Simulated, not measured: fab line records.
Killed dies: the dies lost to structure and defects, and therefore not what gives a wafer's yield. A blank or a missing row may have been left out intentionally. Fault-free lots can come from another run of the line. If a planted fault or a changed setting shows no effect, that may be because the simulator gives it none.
Split-lot trial -- flow rit cmos -- 23 wafers read across 5 lots, on a route 202 steps long

THE SPLIT ITSELF
At RIT_GATE_CVD_08 (deposits poly-Si from SiH4, target thk 250 nm, time 2220 s), the setting sih4 flow sccm was moved away from the recipe's 100 sccm on 10 of the 23 wafers read, by +6.2% to +9.9%. The other wafers ran this setting at the recipe's value.

Split to reading: the file shows no intervening step.

THE READING
At RIT_GATE_THK_MEAS_09: GATE_POLY_THK, given in nm. Fault-free wafers of this fab line usually give 250.1 nm, standard deviation 1.9 nm.

wafer,"tool, chamber at the split","sih4 flow sccm as run, sccm",against the recipe,"GATE_POLY_THK, nm",against lot-mates on the recipe
L078.2,"lpcvd-01, 0",100,recipe,249.5,-
L078.4,"lpcvd-01, 0",100,recipe,248.5,-
L078.5,"lpcvd-01, 0",100,recipe,248.4,-
L079.2,"-, -",109.9,+9.9%,275.9,no lot-mate on the recipe
L079.3,"-, -",109.9,+9.9%,276.4,no lot-mate on the recipe
L079.4,"-, -",109.9,+9.9%,276.2,no lot-mate on the recipe
L079.5,"-, -",109.9,+9.9%,276.5,no lot-mate on the recipe
L079.6,"-, -",109.9,+9.9%,274.9,no lot-mate on the recipe
L080.1,"-, -",100,recipe,254.1,-
L080.3,"-, -",100,recipe,254.3,-
L080.4,"-, -",100,recipe,251.7,-
L080.5,"-, -",100,recipe,252.8,-
L080.6,"-, -",100,recipe,253.6,-
L081.1,"-, -",106.2,+6.2%,263.9,no lot-mate on the recipe
L081.2,"-, -",106.2,+6.2%,263.6,no lot-mate on the recipe
L081.3,"-, -",106.2,+6.2%,266.5,no lot-mate on the recipe
L081.4,"-, -",106.2,+6.2%,268.2,no lot-mate on the recipe
L081.5,"-, -",106.2,+6.2%,265.3,no lot-mate on the recipe
L083.1,"-, -",100,recipe,252.3,-
L083.3,"-, -",100,recipe,251.5,-
L083.4,"-, -",100,recipe,251.7,-
L083.5,"-, -",100,recipe,251.3,-
L083.6,"-, -",100,recipe,251.9,-

THE FIT
A straight line over all 23 wafers: GATE_POLY_THK changes by +2.41 nm for each +1% of sih4 flow sccm; r = +0.99; the points scatter about the line by 1.8 nm.
Too few moved wafers with a lot-mate on the recipe to fit a line net of each lot's own level.

THE WHOLE CHAIN: every reading that the file lists as answering this split, in the file's order
step,what it does,reading,change (the file's fit),r (the file's)
RIT_GATE_CVD_08,"deposits poly-Si from SiH4, target thk 250 nm, time 2220 s","poly-Si_of_GATE_CVD_08.thk nm (the simulator's own value, which no gauge read)",+2.4 nm for each +1% of the setting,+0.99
RIT_GATE_THK_MEAS_09,,GATE_POLY_THK,+2.41 for each +1% of the setting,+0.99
RIT_GATE_ETCH_19,"etches poly-Si in SF6/CHF3/O2, stops on SiO2, time 159.1 s, target depth 312.5 nm","GATE.feature depth nm (the simulator's own value, which no gauge read)",+2.4 nm for each +1% of the setting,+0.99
RIT_GATE_ETCH_19,"etches poly-Si in SF6/CHF3/O2, stops on SiO2, time 159.1 s, target depth 312.5 nm","etch.depth nm (the simulator's own value, which no gauge read)",+2.4 nm for each +1% of the setting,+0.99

FILE'S OWN FIT
GATE_POLY_THK changes by +2.41 nm for each +1% of sih4 flow sccm, r = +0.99.
